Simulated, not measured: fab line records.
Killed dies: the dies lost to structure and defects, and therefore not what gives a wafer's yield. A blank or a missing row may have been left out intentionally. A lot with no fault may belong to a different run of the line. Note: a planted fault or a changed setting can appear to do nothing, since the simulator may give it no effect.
The tool behind it: which one? | flow rit-cmos | Sampling: 7 lots, 21 wafers, 3 of 202 route steps

WHAT EACH GAUGE READ, for each wafer
RIT_M1_CD_MEAS_09: the cd target is 2600 nm.
lot  | measured    | on        | cd-nm (nm)
L875 | day 3 16:20 | cd-sem-01 | 2600.5 2601.3 2598.7
L878 | day 4 05:56 | cd-sem-01 | 2600.6 2601.0 2599.9
L880 | day 4 12:41 | cd-sem-02 | 2603.7 2603.1 2603.5
L883 | day 5 05:35 | cd-sem-02 | 2599.5 2600.2 2599.0
L887 | day 5 23:52 | cd-sem-02 | 2600.1 2600.1 2598.2
L894 | day 7 10:22 | cd-sem-02 | 2613.3 2611.7 2612.8
L897 | day 8 06:22 | cd-sem-01 | 2600.2 2601.9 2601.4

WHAT TOOL EACH LOT RAN ON (gives the tool, then ch and the chambers of the sampled wafers, and finally the start)
lot  | RIT_SILICIDE_RTA_06             | RIT_M1_COAT_04
L875 | rtp-anneal-02 ch 0, day 3 12:25 | litho-track-04 ch 0, day 3 15:23
L878 | rtp-anneal-02 ch 0, day 4 02:02 | litho-track-04 ch 0, day 4 05:05
L880 | rtp-anneal-02 ch 0, day 4 08:51 | litho-track-04 ch 0, day 4 11:57
L883 | rtp-anneal-01 ch 0, day 5 01:55 | litho-track-01 ch 0, day 5 04:53
L887 | rtp-anneal-01 ch 0, day 5 20:03 | litho-track-02 ch 0, day 5 23:09
L894 | rtp-anneal-02 ch 0, day 7 06:34 | litho-track-01 ch 0, day 7 09:38
L897 | rtp-anneal-01 ch 0, day 8 02:35 | litho-track-04 ch 0, day 8 05:38
- RIT_SILICIDE_RTA_06: time 10 s, ramp up 5 s, ramp down 10 s.
- RIT_M1_COAT_04: resist thk 1300 nm.

THE ANSWER, worked out from the rows above alone
Rule: the lots themselves supply what counts as usual. The widest of any qualifying gaps counts: lots, ordered by their means at a reading, are off when they make up no more than a third of the lots, leave a main group of 4 or more, and stand apart from it by 3 or more times the standard deviation of that group's means. The tables above print the reading to a certain number of digits; a main group whose means all agree to those digits is not used. A lot without any number at a reading at which 4 lots or more have one is off too. Where the step has rows for the other lots, those lots are counted as sound.
Off at RIT_M1_CD_MEAS_09 (cd-nm): L894. Mean 2600.7 nm and standard deviation 1.3 in the main group.
A tool fits if, at a process step before that reading, it ran every lot that is off, and no sound lot after the first of them. Gauges at RIT_M1_CD_MEAS_09: tried the same way as those tools. Can't be told from this: 3 tools fit, rtp-anneal-02 at RIT_SILICIDE_RTA_06, litho-track-01 at RIT_M1_COAT_04, cd-sem-02 at RIT_M1_CD_MEAS_09.

WHAT WAS PUT IN BY THE SIMULATOR
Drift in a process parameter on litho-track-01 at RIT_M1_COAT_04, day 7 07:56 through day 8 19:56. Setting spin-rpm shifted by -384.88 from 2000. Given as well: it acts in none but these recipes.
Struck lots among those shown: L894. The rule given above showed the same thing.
